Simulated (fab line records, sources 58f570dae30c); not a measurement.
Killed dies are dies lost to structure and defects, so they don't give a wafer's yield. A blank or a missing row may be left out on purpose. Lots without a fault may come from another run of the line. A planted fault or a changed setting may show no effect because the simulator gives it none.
fab line records | flow berkeley_cmos170 | part 1 of 2: steps 1 to 26 of 35
record lots=5 wafers=15 last_day=12
route steps=331 shown M2@276 V2@292 M3@309
lots that met no fault: from a run of the same line without faults
start_h: hours from the record's first day to the start of the lot's first wafer shown | wait_h: hours since the lot's step before | " the same as in the row above | L1.1+2: a row that stands for several wafers | - no value, or no start given | * or withheld: withheld | < > ~ a bound
route shown NAME@n: a module of which the file shows steps, and the number in the route of the first | usual: mean/standard deviation of fault-free wafers | same: alike in all rows | chamber/n: place in a boat | sites: the reading at each site | _std_site: their standard deviation | _edge_site: outer sites' mean less inner sites' | radius_mm: how far each site lies from the wafer's centre | mask NAME#n: copy n | behind: the tool/chamber that last shaped the wafer | hold: why the lot was held/for how many hours/how that ended | device: the transistor (n, p or np) that didn't switch | end of line: the same wafers' tests at the end of the route | a step without rows: its recipe alone | killed: dies lost to structure and defects at the first sort, not the wafer's yield | map: a wafer's dies, x killed, . not, _ none there
set.NAME: the setting as run; set.NAME@STEP: as run at that earlier step | model.NAME: the simulator's own value behind a step, which no gauge read
lots at some steps of the route; a table a step, a row a wafer
services: from which hour (start_h, from the record's first day; less than 0 if before it) a tool's chamber was out of use, for how many hours, and why
## steps
# step UCB170_M2_COAT_05
# recipe resist=KrF spin_rpm=1500 resist_thk_nm=900
# usual resist_line_temp_C=22.98/0.12
# columns lot.wafer tool chamber start_h wait_h resist_line_temp_C
L076.2 litho_track-03 0 184.11 0.1 22.90
L076.4 " 0 " " 23.15
L076.5 " 0 " " 22.92
L083.1 litho_track-02 0 218.58 0.1 23.07
L083.3 " 0 " " 23.08
L083.5 " 0 " " 22.83
L087.3 litho_track-04 0 246.16 0.1 23.01
L087.4 " 0 " " 23.07
L087.5 " 0 " " 22.97
L093.1 litho_track-02 0 269.41 0.1 22.90
L093.3 " 0 " " 23.03
L093.5 " 0 " " 23.08
L095.1 litho_track-03 0 281.67 0.1 22.92
L095.2 " 0 " " 23.10
L095.5 " 0 " " 22.93
# step UCB170_M2_SOFTBAKE_06
# recipe resist=KrF temp_c=130 time_s=60
# usual resist_line_temp_C=23.01/0.092
# columns lot.wafer tool chamber start_h wait_h resist_line_temp_C
L076.2 litho_track-03 0 184.26 0.1 23.05
L076.4 " 0 " " 23.05
L076.5 " 0 " " 23.07
L083.1 litho_track-02 0 218.73 0.1 22.98
L083.3 " 0 " " 22.99
L083.5 " 0 " " 23.04
L087.3 litho_track-04 0 246.31 0.1 22.89
L087.4 " 0 " " 22.93
L087.5 " 0 " " 22.93
L093.1 litho_track-02 0 269.56 0.1 23.09
L093.3 " 0 " " 23.09
L093.5 " 0 " " 22.97
L095.1 litho_track-03 0 281.82 0.1 22.87
L095.2 " 0 " " 23.11
L095.5 " 0 " " 22.87
# step UCB170_M2_STRIP_07
# recipe chemistry=O2 power_w=400 pressure_mtorr=3500 platen_temp_c=withheld o2_flow_sccm=400 overash_fraction=0.5
# usual drypump_motor_current_A=5.7/0.44 oes_product_au=0.735/0.0046 strip_time_to_endpoint_s=21.96/0.058
# columns lot.wafer tool chamber start_h wait_h drypump_motor_current_A oes_product_au rf_hours_counter_h strip_time_to_endpoint_s
L076.2 plasma_asher-02 0 184.38 0.1 6.2 0.737 49 22.05
L076.4 " 1 " " 5.5 0.736 - 22.01
L076.5 " 0 " " 6.2 0.732 - 22.08
L083.1 plasma_asher-04 1 218.88 0.1 5.6 0.737 11 21.97
L083.3 " 1 " " 5.6 0.745 - 22.03
L083.5 " 1 " " 5.6 0.735 - 21.97
L087.3 plasma_asher-02 0 246.44 0.1 6.2 0.738 - 21.93
L087.4 " 1 " " 5.5 0.734 - 21.94
L087.5 " 1 " " 5.4 0.741 - 21.91
L093.1 plasma_asher-03 1 269.71 0.1 6.4 0.737 48 21.96
L093.3 " 0 " " 5.3 0.736 - 21.96
L093.5 " 0 " " 5.3 0.735 - 21.90
L095.1 plasma_asher-04 0 281.97 0.1 5.3 0.740 18 21.95
L095.2 " 1 " " 5.5 0.731 18 21.96
L095.5 " 1 " " 5.6 0.734 - 21.97
# step UCB170_M2_STRIP_08
# recipe chemistry=DMSO temp_c=80 time_s=600 material=KrF
# columns lot.wafer tool chamber start_h wait_h
L076.2+4+5 wet_bench-03 2 184.48 0.1
L083.1+3+5 wet_bench-01 0 218.98 0.1
L087.3+4+5 wet_bench-01 3 246.51 0.0
L093.1+3+5 wet_bench-01 0 269.81 0.1
L095.1+2+5 wet_bench-01 1 282.16 0.2
# step UCB170_M2_COAT_09
# recipe resist=BARC temp_c=withheld time_s=withheld spin_rpm=3000 resist_thk_nm=withheld
# usual resist_line_temp_C=*
# columns lot.wafer tool chamber start_h wait_h resist_line_temp_C
L076.2 litho_track-02 0 184.68 0.0 *
L076.4 " 0 " " *
L076.5 " 0 " " *
L083.1 litho_track-02 0 219.33 0.2 *
L083.3 " 0 " " *
L083.5 " 0 " " *
L087.3 litho_track-02 0 246.73 0.1 *
L087.4 " 0 " " *
L087.5 " 0 " " *
L093.1 litho_track-04 0 269.99 0.0 *
L093.3 " 0 " " *
L093.5 " 0 " " *
L095.1 litho_track-02 0 282.61 0.1 *
L095.2 " 0 " " *
L095.5 " 0 " " *
# step UCB170_M2_COAT_10
# recipe resist=KrF spin_rpm=1500 resist_thk_nm=900
# usual resist_line_temp_C=22.99/0.1
# columns lot.wafer tool chamber start_h wait_h resist_line_temp_C
L076.2 litho_track-02 0 - - 22.88
L076.4 " 0 " " 23.02
L076.5 " 0 " " 23.14
L083.1 litho_track-02 0 - - 23.13
L083.3 " 0 " " 23.11
L083.5 " 0 " " 23.01
L087.3 litho_track-02 0 - - 23.10
L087.4 " 0 " " 23.06
L087.5 " 0 " " 23.02
L093.1 litho_track-04 0 - - 23.00
L093.3 " 0 " " 23.09
L093.5 " 0 " " 22.85
L095.1 litho_track-02 0 - - 22.93
L095.2 " 0 " " 23.04
L095.5 " 0 " " 22.90
# step UCB170_M2_SOFTBAKE_11
# recipe resist=KrF temp_c=130 time_s=60
# usual resist_line_temp_C=23.02/0.096
# columns lot.wafer tool chamber start_h wait_h resist_line_temp_C
L076.2 litho_track-02 0 - - 23.12
L076.4 " 0 " " 23.12
L076.5 " 0 " " 23.17
L083.1 litho_track-02 0 - - 22.83
L083.3 " 0 " " 22.96
L083.5 " 0 " " 22.92
L087.3 litho_track-02 0 - - 23.03
L087.4 " 0 " " 23.02
L087.5 " 0 " " 22.94
L093.1 litho_track-04 0 - - 23.13
L093.3 " 0 " " 22.92
L093.5 " 0 " " 22.98
L095.1 litho_track-02 0 - - 22.97
L095.2 " 0 " " 23.05
L095.5 " 0 " " 23.04
# step UCB170_M2_EXPOSE_12
# recipe mask_id=METAL2 target_cd_nm=700 na=0.5 sigma_outer=0.6 source_shape=conventional dose_mj=26
# columns lot.wafer tool chamber start_h wait_h mask
L076.2+4+5 krf_scanner-01 0 185.25 - METAL2#0
L083.1+3+5 krf_scanner-02 0 219.91 - METAL2#0
L087.3+4+5 krf_scanner-02 0 247.35 - METAL2#0
L093.1+3+5 krf_scanner-02 0 270.44 - METAL2#0
L095.1+2+5 krf_scanner-02 0 283.08 - METAL2#0
# step UCB170_M2_PEB_13
# recipe peb_temp_c=130 peb_time_s=withheld resist=KrF
# usual resist_line_temp_C=23.00/0.1
# columns lot.wafer tool chamber start_h wait_h resist_line_temp_C
L076.2 litho_track-03 0 185.38 0.1 23.12
L076.4 " 0 " " 22.97
L076.5 " 0 " " 23.05
L083.1 litho_track-04 0 220.03 0.1 23.06
L083.3 " 0 " " 23.10
L083.5 " 0 " " 23.01
L087.3 litho_track-03 0 247.48 0.1 23.14
L087.4 " 0 " " 23.00
L087.5 " 0 " " 23.14
L093.1 litho_track-02 0 270.55 0.1 23.12
L093.3 " 0 " " 22.95
L093.5 " 0 " " 23.01
L095.1 litho_track-04 0 283.21 0.1 22.91
L095.2 " 0 " " 22.91
L095.5 " 0 " " 23.05
# step UCB170_M2_DEVELOP_14
# recipe developer=TMAH develop_time_s=45 resist=KrF dev_temp_c=21
# usual developer_temp_C=20.97/0.12 resist_line_temp_C=22.99/0.11
# columns lot.wafer tool chamber start_h wait_h developer_temp_C resist_line_temp_C
L076.2 litho_track-03 0 - - 21.07 22.93
L076.4 " 0 " " 21.19 22.79
L076.5 " 0 " " 21.12 22.97
L083.1 litho_track-04 0 - - 20.93 22.87
L083.3 " 0 " " 20.93 23.02
L083.5 " 0 " " 21.07 22.97
L087.3 litho_track-03 0 - - 20.99 22.80
L087.4 " 0 " " 20.98 22.98
L087.5 " 0 " " 21.06 23.07
L093.1 litho_track-02 0 - - 21.11 23.06
L093.3 " 0 " " 20.93 22.97
L093.5 " 0 " " 21.13 22.95
L095.1 litho_track-04 0 - - 20.94 23.15
L095.2 " 0 " " 20.69 22.91
L095.5 " 0 " " 20.78 22.87
# step UCB170_M2_CD_MEAS_15
# recipe target_cd_nm=700
# usual cd_nm=699.7/1.4
# columns lot.wafer tool chamber start_h wait_h cd_nm
L076.2 cd_sem-02 - 185.65 - 700.3
L076.4 " - " " 699.5
L076.5 " - " " 699.6
L083.1 cd_sem-02 - 220.30 - 699.5
L083.3 " - " " 701.4
L083.5 " - " " 700.6
L087.3 cd_sem-02 - 247.74 - 701.7
L087.4 " - " " 700.9
L087.5 " - " " 702.3
L093.1 cd_sem-02 - 270.83 - 700.5
L093.3 " - " " 700.3
L093.5 " - " " 700.8
L095.1 cd_sem-02 - 283.48 - 700.8
L095.2 " - " " 700.7
L095.5 " - " " 699.5
# step UCB170_M2_OVL_MEAS_16
# usual M2_OVL=1/6.6
# columns lot.wafer tool chamber start_h wait_h M2_OVL[nm]
L076.2 overlay-02 - 185.75 0.1 1
L076.4 " - " " -1
L076.5 " - " " 11
L083.1 overlay-02 - 220.42 0.1 5
L083.3 " - " " 3
L083.5 " - " " 9
L087.3 overlay-02 - 247.84 0.1 5
L087.4 " - " " 12
L087.5 " - " " 6
L093.1 overlay-02 - 270.95 0.1 -11
L093.3 " - " " -6
L093.5 " - " " -14
L095.1 overlay-02 - 283.60 0.1 -5
L095.2 " - " " -4
L095.5 " - " " 1
# step UCB170_M2_ETCH_17
# recipe chemistry=N2/H2 target_depth_a=withheld overetch_a=withheld target=BARC time_s=withheld source_w=500 bias_w=100 pressure_mtorr=30 n2_flow_sccm=100 h2_flow_sccm=200
# usual drypump_motor_current_A=5.7/0.4 oes_product_au=0.998/0.018 throttle_valve_pct=13.24/0.15
# columns lot.wafer tool chamber start_h wait_h drypump_motor_current_A oes_product_au throttle_valve_pct
L076.2 rie_diel-04 3 185.78 0.0 5.8 0.973 13.14
L076.4 " 1 " " 5.4 1.016 13.12
L076.5 " 0 " " 5.4 0.989 13.36
L083.1 rie_diel-04 0 220.46 0.0 5.4 0.994 13.35
L083.3 " 1 " " 5.4 1.025 13.13
L083.5 " 2 " " 5.8 1.034 13.06
L087.3 rie_diel-04 0 247.86 0.0 5.4 0.994 13.36
L087.4 " 1 " " 5.4 1.018 13.12
L087.5 " 0 " " 5.4 1.000 13.36
L093.1 rie_diel-03 3 270.99 0.0 6.6 1.012 13.29
L093.3 " 2 " " 5.8 1.012 13.27
L093.5 " 0 " " 5.3 0.999 13.22
L095.1 rie_diel-02 3 283.64 0.0 5.8 1.003 13.04
L095.2 " 0 " " 5.8 0.974 13.29
L095.5 " 0 " " 5.9 0.986 13.29
# step UCB170_M2_METAL_ETCH_18
# recipe chemistry=Cl2/BCl3 target=Al stop_on=SiO2 pressure_mtorr=12 target_depth_a=11700 over_etch_frac=0.3 time_s=195 icp_w=600 bias_w=120 Cl2_flow_sccm=90 bcl3_flow_sccm=45
# usual drypump_motor_current_A=5.6/0.57 oes_product_au=0.859/0.016 throttle_valve_pct=24.35/0.25
# columns lot.wafer tool chamber start_h wait_h drypump_motor_current_A oes_product_au rf_hours_counter_h throttle_valve_pct
L076.2 rie_metal-02 0 185.82 - 5.7 0.844 4 24.70
L076.4 " 0 " " 5.7 0.845 - 24.68
L076.5 " 1 " " 5.2 0.858 - 24.07
L083.1 rie_metal-02 1 220.50 - 5.2 0.870 9 24.07
L083.3 " 1 " " 5.2 0.871 - 24.09
L083.5 " 1 " " 5.2 0.866 - 24.07
L087.3 rie_metal-03 1 247.97 - 6.6 0.847 - 24.38
L087.4 " 0 " " 6.0 0.876 - 24.23
L087.5 " 0 " " 6.1 0.880 - 24.27
L093.1 rie_metal-04 0 271.03 - 5.5 0.873 1 24.04
L093.3 " 1 " " 4.7 0.866 - 24.61
L093.5 " 0 " " 5.5 0.877 - 24.02
L095.1 rie_metal-02 1 283.68 - 5.2 0.876 10 24.08
L095.2 " 0 " " 5.7 0.858 6 24.68
L095.5 " 1 " " 5.2 0.871 - 24.08
# step UCB170_M2_STRIP_19
# recipe chemistry=O2 power_w=400 pressure_mtorr=3500 platen_temp_c=withheld o2_flow_sccm=400 overash_fraction=0.5
# usual drypump_motor_current_A=5.7/0.44 oes_product_au=0.531/0.015
# columns lot.wafer tool chamber start_h wait_h drypump_motor_current_A oes_product_au rf_hours_counter_h
L076.2 plasma_asher-03 0 186.01 0.1 5.2 0.530 39
L076.4 " 1 " " 6.4 0.535 -
L076.5 " 0 " " 5.3 0.526 -
L083.1 plasma_asher-02 1 220.69 0.1 5.5 0.528 53
L083.3 " 1 " " 5.5 0.531 -
L083.5 " 1 " " 5.5 0.521 -
L087.3 plasma_asher-04 1 248.12 0.1 5.5 0.537 -
L087.4 " 0 " " 5.4 0.517 -
L087.5 " 1 " " 5.5 0.516 -
L093.1 plasma_asher-03 1 271.22 0.1 6.5 0.560 48
L093.3 " 0 " " 5.3 0.527 -
L093.5 " 0 " " 5.3 0.554 -
L095.1 plasma_asher-03 1 283.87 0.1 6.5 0.524 49
L095.2 " 0 " " 5.2 0.532 49
L095.5 " 0 " " 5.3 0.534 -
# step UCB170_M2_CD_MEAS_90
# recipe target_cd_nm=700
# usual cd_nm=699/3.1
# columns lot.wafer tool chamber start_h wait_h cd_nm
L076.2 cd_sem-02 - 186.13 0.1 700
L076.4 " - " " 701
L076.5 " - " " 698
L083.1 cd_sem-01 - 220.79 0.1 697
L083.3 " - " " 699
L083.5 " - " " 698
L087.3 cd_sem-02 - 248.23 0.1 701
L087.4 " - " " 703
L087.5 " - " " 705
L093.1 cd_sem-01 - 271.32 0.1 700
L093.3 " - " " 696
L093.5 " - " " 703
L095.1 cd_sem-01 - 283.97 0.1 697
L095.2 " - " " 701
L095.5 " - " " 699
# step UCB170_V2_CVD_00
# recipe material=SiO2 target_thk_nm=2000 temp_c=390 precursor=TEOS/O2 time_s=250 rf_w=550 pressure_mtorr=9000
# usual heater_power_w=251/48
# columns lot.wafer tool chamber start_h wait_h heater_power_w
L076.2 pecvd-04 2 186.23 0.1 286
L076.4 " 1 " " 272
L076.5 " 2 " " 215
L083.1 pecvd-04 2 220.91 0.1 257
L083.3 " 1 " " 243
L083.5 " 0 " " 227
L087.3 pecvd-03 2 248.31 0.1 219
L087.4 " 1 " " 184
L087.5 " 0 " " 344
L093.1 pecvd-03 0 271.44 0.1 278
L093.3 " 2 " " 245
L093.5 " 2 " " 297
L095.1 pecvd-02 1 284.09 0.1 289
L095.2 " 0 " " 221
L095.5 " 0 " " 223
# step UCB170_V2_THK_MEAS_01
# recipe reads=SiO2_of_V2_CVD_00
# usual V2_TEOS_THK=2002/26
# columns lot.wafer tool chamber start_h wait_h V2_TEOS_THK[nm]
L076.2 film_metro-04 - 186.40 0.1 1973
L076.4 " - " " 2028
L076.5 " - " " 2019
L083.1 film_metro-04 - 221.06 0.1 1963
L083.3 " - " " 1958
L083.5 " - " " 2014
L087.3 film_metro-04 - 248.49 0.1 1984
L087.4 " - " " 1991
L087.5 " - " " 2011
L093.1 film_metro-01 - 271.59 0.1 1982
L093.3 " - " " 1998
L093.5 " - " " 2007
L095.1 film_metro-01 - 284.32 0.2 1973
L095.2 " - " " 1993
L095.5 " - " " 2022
# step UCB170_V2_CMP_02
# recipe material=SiO2 down_force_psi=6 platen_rpm=60 pad_velocity_m_s=0.75398
# usual motor_current_A=15.2/1 slurry_filter_dp_kPa=13.49/0.13
# columns lot.wafer tool chamber start_h wait_h motor_current_A slurry_filter_dp_kPa
L076.2 cmp-01 1 186.55 0.1 14.0 13.58
L076.4 " 2 " " 16.4 13.66
L076.5 " 0 " " 13.5 13.29
L083.3 cmp-01 0 221.17 0.1 12.7 13.46
L083.1 " 1 " " 13.8 13.63
L083.5 " 0 " " 14.1 13.61
L087.3 cmp-02 3 248.58 0.1 15.4 13.39
L087.4 " 0 " " 13.6 13.33
L087.5 " 2 " " 15.8 13.71
L093.3 cmp-01 1 271.70 0.1 14.3 13.74
L093.1 " 3 " " 15.3 13.49
L093.5 " 1 " " 14.7 13.55
L095.1 cmp-01 3 284.43 0.1 15.1 13.53
L095.2 " 1 " " 14.4 13.26
L095.5 " 2 " " 16.8 13.47
# step UCB170_V2_BOW_MEAS_03
# recipe mode=bow
# usual V2_BOW=36/7.9
# columns lot.wafer tool chamber start_h wait_h V2_BOW[um]
L076.2 film_metro-02 - 186.77 0.2 41
L076.4 " - " " 44
L076.5 " - " " 37
L083.1 film_metro-02 - 221.42 0.1 38
L083.3 " - " " 32
L083.5 " - " " 29
L087.3 film_metro-02 - 248.87 0.2 34
L087.4 " - " " 33
L087.5 " - " " 40
L093.1 film_metro-02 - 271.95 0.1 36
L093.3 " - " " 31
L093.5 " - " " 38
L095.1 film_metro-02 - 284.68 0.2 36
L095.2 " - " " 35
L095.5 " - " " 32
# step UCB170_V2_THK_MEAS_04
# recipe reads=SiO2_of_V2_CVD_00
# usual V2_POLISHED_THK=999.6/1.4
# columns lot.wafer tool chamber start_h wait_h V2_POLISHED_THK[nm]
L076.2 film_metro-02 - 186.88 0.1 998.7
L076.4 " - " " 999.7
L076.5 " - " " 999.7
L083.1 film_metro-02 - 221.54 0.1 999.6
L083.3 " - " " 1000.9
L083.5 " - " " 1001.5
L087.3 film_metro-02 - 248.97 0.1 999.5
L087.4 " - " " 998.6
L087.5 " - " " 998.2
L093.1 film_metro-02 - 272.07 0.1 1001.3
L093.3 " - " " 1000.3
L093.5 " - " " 1000.0
L095.1 film_metro-02 - 284.80 0.1 1002.7
L095.2 " - " " 1000.8
L095.5 " - " " 1000.8
# step UCB170_V2_CLEAN_05
# recipe chemistry=DIW
# columns lot.wafer tool chamber start_h wait_h
L076.2+4+5 wet_bench-04 2 186.93 0.0
L083.1+3+5 wet_bench-01 0 221.60 0.1
L087.3+4+5 wet_bench-01 2 249.01 0.0
L093.1+3+5 wet_bench-04 1 272.13 0.1
L095.1+2+5 wet_bench-01 1 284.86 0.1
# step UCB170_V2_HMDS_06
# recipe prime_time_s=60 prime_temp_c=100
# usual resist_line_temp_C=22.98/0.12
# same prime_time_s=60
# columns lot.wafer tool chamber start_h wait_h resist_line_temp_C
L076.2 litho_track-04 0 187.14 0.0 23.08
L076.4 " 0 " " 22.91
L076.5 " 0 " " 22.98
L083.1 litho_track-01 0 221.78 0.0 22.80
L083.3 " 0 " " 22.93
L083.5 " 0 " " 22.90
L087.3 litho_track-03 0 249.25 0.1 22.98
L087.4 " 0 " " 22.98
L087.5 " 0 " " 22.97
L093.1 litho_track-03 0 272.84 0.5 22.95
L093.3 " 0 " " 22.89
L093.5 " 0 " " 23.05
L095.1 litho_track-03 0 285.15 0.1 23.03
L095.2 " 0 " " 23.20
L095.5 " 0 " " 23.05
# step UCB170_V2_COAT_07
# recipe resist=KrF spin_rpm=1500 resist_thk_nm=900
# usual resist_line_temp_C=23.00/0.11
# columns lot.wafer tool chamber start_h wait_h resist_line_temp_C
L076.2 litho_track-04 0 187.29 0.1 23.08
L076.4 " 0 " " 22.92
L076.5 " 0 " " 23.06
L083.1 litho_track-01 0 221.93 0.1 22.90
L083.3 " 0 " " 22.96
L083.5 " 0 " " 23.08
L087.3 litho_track-03 0 249.40 0.1 22.85
L087.4 " 0 " " 22.92
L087.5 " 0 " " 22.96
L093.1 litho_track-03 0 272.99 0.1 23.05
L093.3 " 0 " " 23.14
L093.5 " 0 " " 23.11
L095.1 litho_track-03 0 285.30 0.1 23.10
L095.2 " 0 " " 23.02
L095.5 " 0 " " 23.02
# step UCB170_V2_SOFTBAKE_08
# recipe resist=KrF temp_c=130 time_s=60
# usual resist_line_temp_C=23.00/0.1
# columns lot.wafer tool chamber start_h wait_h resist_line_temp_C
L076.2 litho_track-04 0 187.44 0.1 22.97
L076.4 " 0 " " 23.22
L076.5 " 0 " " 23.16
L083.1 litho_track-01 0 222.08 0.1 22.89
L083.3 " 0 " " 23.06
L083.5 " 0 " " 22.84
L087.3 litho_track-03 0 249.55 0.1 22.79
L087.4 " 0 " " 22.90
L087.5 " 0 " " 22.86
L093.1 litho_track-03 0 273.14 0.1 22.97
L093.3 " 0 " " 23.01
L093.5 " 0 " " 23.09
L095.1 litho_track-03 0 285.45 0.1 23.02
L095.2 " 0 " " 22.87
L095.5 " 0 " " 22.93
# step UCB170_V2_EXPOSE_09
# recipe mask_id=VIA2 target_cd_nm=700 na=0.5 sigma_outer=0.6 source_shape=conventional dose_mj=37
# columns lot.wafer tool chamber start_h wait_h mask
L076.2+4+5 krf_scanner-01 0 187.76 0.3 VIA2#0
L083.1+3+5 krf_scanner-01 0 222.23 0.1 VIA2#0
L087.3+4+5 krf_scanner-01 0 249.81 0.2 VIA2#0
L093.1+3+5 krf_scanner-02 0 273.29 0.1 VIA2#0
L095.1+2+5 krf_scanner-02 0 285.64 0.2 VIA2#0
